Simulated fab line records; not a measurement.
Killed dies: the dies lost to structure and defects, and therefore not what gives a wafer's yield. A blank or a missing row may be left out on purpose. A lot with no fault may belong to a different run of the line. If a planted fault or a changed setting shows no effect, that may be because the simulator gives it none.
Problem report, 8D (eight disciplines) form, completed by code	flow ritCmos	the parts of the form that need people (team, actions taken, sign-off) are left out

1. THE PROBLEM
Wafers without a fault read 34.56 W, standard deviation 0.047; heaterPowerTotalW at RIT_M1_SOFTBAKE_05 reads a mean of 36.04 W on 6 wafers belonging to 2 lots. Relative to the usual mean, that is a shift of +31 standard deviations.
The step: time 60 s.
Seen first at day 5 17:35 on lithoTrack-02, wafer L142.1. At this step, 42 wafers from 14 lots have a number in the record. Rule for "out", or "out of limits": more than 4 standard deviations from the usual mean. The other wafers with a number count as sound.

2. WHAT IT IS; WHAT IT IS NOT
question	is	is not
which readings at this step	heaterPowerTotalW, plateTempC	-
which lots	L142, L143	L131, L132, L133, L134, L135, L136, L137, L145, L147, L148, L152, L153
which wafers of those lots	all that have a number	-
read on which tools	lithoTrack-02	lithoTrack-01, lithoTrack-04
when	from day 5 17:35	up to then (21 sound wafers); but 15 sound wafers of L145, L147, L148, L152, L153 came after

3. THE SUSPECTS, EACH WITH WHAT RULES IT OUT
Counting: a tool at a process step up to the reading stays a suspect if it ran every lot that is out and no sound lot after the first of them.
- lithoTrack-02 at RIT_M1_SOFTBAKE_05 (time 60 s): kept. It ran every lot that is out, first L142 (day 5 17:35), and no sound lot after that; its last sound lot up to then is L136 (day 4 10:46). Out on those wafers are its own readings of heaterPowerTotalW, plateTempC.
Left after counting: lithoTrack-02 at RIT_M1_SOFTBAKE_05.

4. THE CAUSE (what the simulator had put in)
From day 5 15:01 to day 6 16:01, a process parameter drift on lithoTrack-02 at RIT_M1_SOFTBAKE_05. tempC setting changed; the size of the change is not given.
This tool alone remained once counting was done.

5. THE EFFECT CHAIN, in route order
One row per reading whose mean, taken over the struck wafers that have a number, lies over 3 standard deviations from the usual. Only readings whose record carries a usual standard deviation are examined. hours: median over the lots of the time between each lot's start at the first step of this table that gives one and its start at this step. sigmas: the change, counted in usual standard deviations.
hours	step	reading	usual	on struck wafers	change	sigmas
0	RIT_M1_SOFTBAKE_05	heaterPowerTotalW	34.56 W	36.04	+1.48	+31
0	RIT_M1_SOFTBAKE_05	plateTempC	90.00 C	92.81	+2.81	+23
Process steps it contains:
- RIT_M1_SOFTBAKE_05: time 60 s.

6. HOW IT WOULD HAVE BEEN CAUGHT EARLIER
In this record the first reading out of limits was taken at day 5 17:35, 3 hours after the fault began at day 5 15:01.
